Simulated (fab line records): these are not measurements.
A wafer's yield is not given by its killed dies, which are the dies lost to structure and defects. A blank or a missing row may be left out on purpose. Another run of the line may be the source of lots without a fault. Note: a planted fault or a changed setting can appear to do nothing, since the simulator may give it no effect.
Struck lot and sound lot, side by side    flow ritCmos    27 steps out of a route of 202
Sound: these wafers, L714.3, L714.4, L714.5. Struck: wafer L731.2 (left out: L731.3, L731.4 of the same lot, which were not struck); the cause appears at the end.
At each step with rows: each side's tool, then ch and its chambers, then its first start. Under that, the readings that differ: sound wafers    struck wafers    difference of the means    sigmas: that difference in standard deviations of wafers without a fault.
alike: a reading whose means differ by less than 2 such deviations, as well as words and numbers matching on both sides. not compared: withheld readings; readings where some wafer has no value; bounds like >300 that might hide an equal value; numbers whose values overlap and for which the record gives no deviation.
A row with sigmas, a row that says differs or no value, or rows on one side alone: a step with any of these is where the two part. Non-overlapping numbers with no deviation appear without sigmas and do not part them. A reading missing from all wafers of one side parts the sides only when that side holds two or more wafers.

first, 4 steps without rows for these wafers: RIT_CONTACT_SOFTBAKE_04 (time 60 s); RIT_CONTACT_EXPOSE_05 (exposes mask M11, target cd 1000 nm); RIT_CONTACT_PEB_06; RIT_CONTACT_DEVELOP_07 (develop time 120 s).
RIT_CONTACT_CD_MEAS_08 targets a cd of 1000 nm.
  struck on cdSem-01, day 8 00:38; sound on cdSem-01, day 4 13:16
  alike: cdNm
RIT_CONTACT_OVL_MEAS_09:
  struck on overlay-01, day 8 00:44; sound on overlay-01, day 4 13:22
reading           sound        struck  difference  sigmas
CONTACT_OVL (nm)  3.1 3.7 3.8  -0.8    -4.3        -3
then, 1 step without rows for these wafers: RIT_CONTACT_HARDBAKE_10 (time 60 s).
RIT_CONTACT_ETCH_11: etches SiO2 in CHF3/CF4/Ar, stops on TiSi2, target depth 480 nm, time 320 s.
  sound on rieDiel-04 ch 2,3, day 4 13:32; struck on rieDiel-02 ch 2, day 8 00:55
  alike: drypumpMotorCurrentA, oesProductAu, throttleValvePct
  not compared: rfHoursCounterH
RIT_CONTACT_STRIP_12: strips in O2, time 180 s.
  sound on plasmaAsher-03 ch 0,1, day 4 13:47; struck on plasmaAsher-03 ch 0, day 8 01:07
reading              sound  struck  difference                    sigmas
rfHoursCounterH (h)  - - -  5       no value on the sound wafers  
  alike: drypumpMotorCurrentA, rfReflPowerW
RIT_CONTACT_CD_MEAS_90 targets a cd of 1000 nm.
  struck on cdSem-02, day 8 01:19; sound on cdSem-02, day 4 13:56
  alike: cdNm
then, 2 steps without rows for these wafers: RIT_CONTACT_CLEAN_13 (cleans in SC1, time 600 s); RIT_CONTACT_CLEAN_14 (cleans in SC2, time 600 s).
RIT_M1_SPUTTER_00: material Al, target thk 400 nm, time 500 s.
  struck on pvdSputter-01, day 8 01:47; sound on pvdSputter-02, day 4 14:38
reading                               sound              struck  difference  sigmas
model.Al_of_M1_SPUTTER_00.thkNm (nm)  401.2 394.6 399.7  383.8   -14.7       
  alike: throttleValvePct
RIT_M1_RS_MEAS_01: a four-point-probe measurement.
  struck on filmMetro-03, day 8 02:05; sound on filmMetro-03, day 4 14:58
reading            sound                 struck  difference  sigmas
M1_AL_RS (ohm/sq)  0.0733 0.0744 0.0735  0.0766  +0.0029     +3
RIT_M1_THK_MEAS_02: measures by xrf.
  struck on filmMetro-03, day 8 02:12; sound on filmMetro-03, day 4 15:04
reading         sound        struck  difference  sigmas
M1_AL_THK (nm)  407 401 405  388     -16         -3
then, 6 steps without rows for these wafers: RIT_M1_HMDS_03 (prime time 60 s); RIT_M1_COAT_04 (resist thk 1300 nm); RIT_M1_SOFTBAKE_05 (time 60 s); RIT_M1_EXPOSE_06 (exposes mask M12, target cd 2600 nm); RIT_M1_PEB_07; RIT_M1_DEVELOP_08 (develop time 68 s).
RIT_M1_CD_MEAS_09 targets a cd of 2600 nm.
  struck on cdSem-02, day 8 03:19; sound on cdSem-02, day 4 16:26
  alike: cdNm
RIT_M1_OVL_MEAS_10:
  struck on overlay-02, day 8 03:25; sound on overlay-02, day 4 16:32
  alike: M1_OVL
then, 1 step without rows for these wafers: RIT_M1_HARDBAKE_11 (time 120 s).
RIT_M1_METAL_ETCH_12: etches Al in Cl2/BCl3, stops on SiO2, time 165 s, target depth 600 nm.
  sound on rieMetal-01 ch 0,1, day 4 16:52; struck on rieMetal-04 ch 0, day 8 03:42
reading                       sound              struck  difference                    sigmas
rfHoursCounterH (h)           - - -              2       no value on the sound wafers  
model.etch.depthNm (nm)       401.2 394.6 399.7  383.8   -14.7                         
model.M1.featureDepthNm (nm)  433.8 425.8 432.4  417     -14                           
  alike: drypumpMotorCurrentA, oesProductAu, throttleValvePct
then, 1 step without rows for these wafers: RIT_M1_STRIP_13 (strips in nmp, time 600 s).
RIT_M1_PROBE_99:
  the record has rows for the struck wafers here (prober-01, day 8 06:01) and none for the sound ones

WHERE THEY PART
At RIT_CONTACT_OVL_MEAS_09 first; at RIT_M1_PROBE_99 last (within this record only).

WHY: what had been put in by the simulator
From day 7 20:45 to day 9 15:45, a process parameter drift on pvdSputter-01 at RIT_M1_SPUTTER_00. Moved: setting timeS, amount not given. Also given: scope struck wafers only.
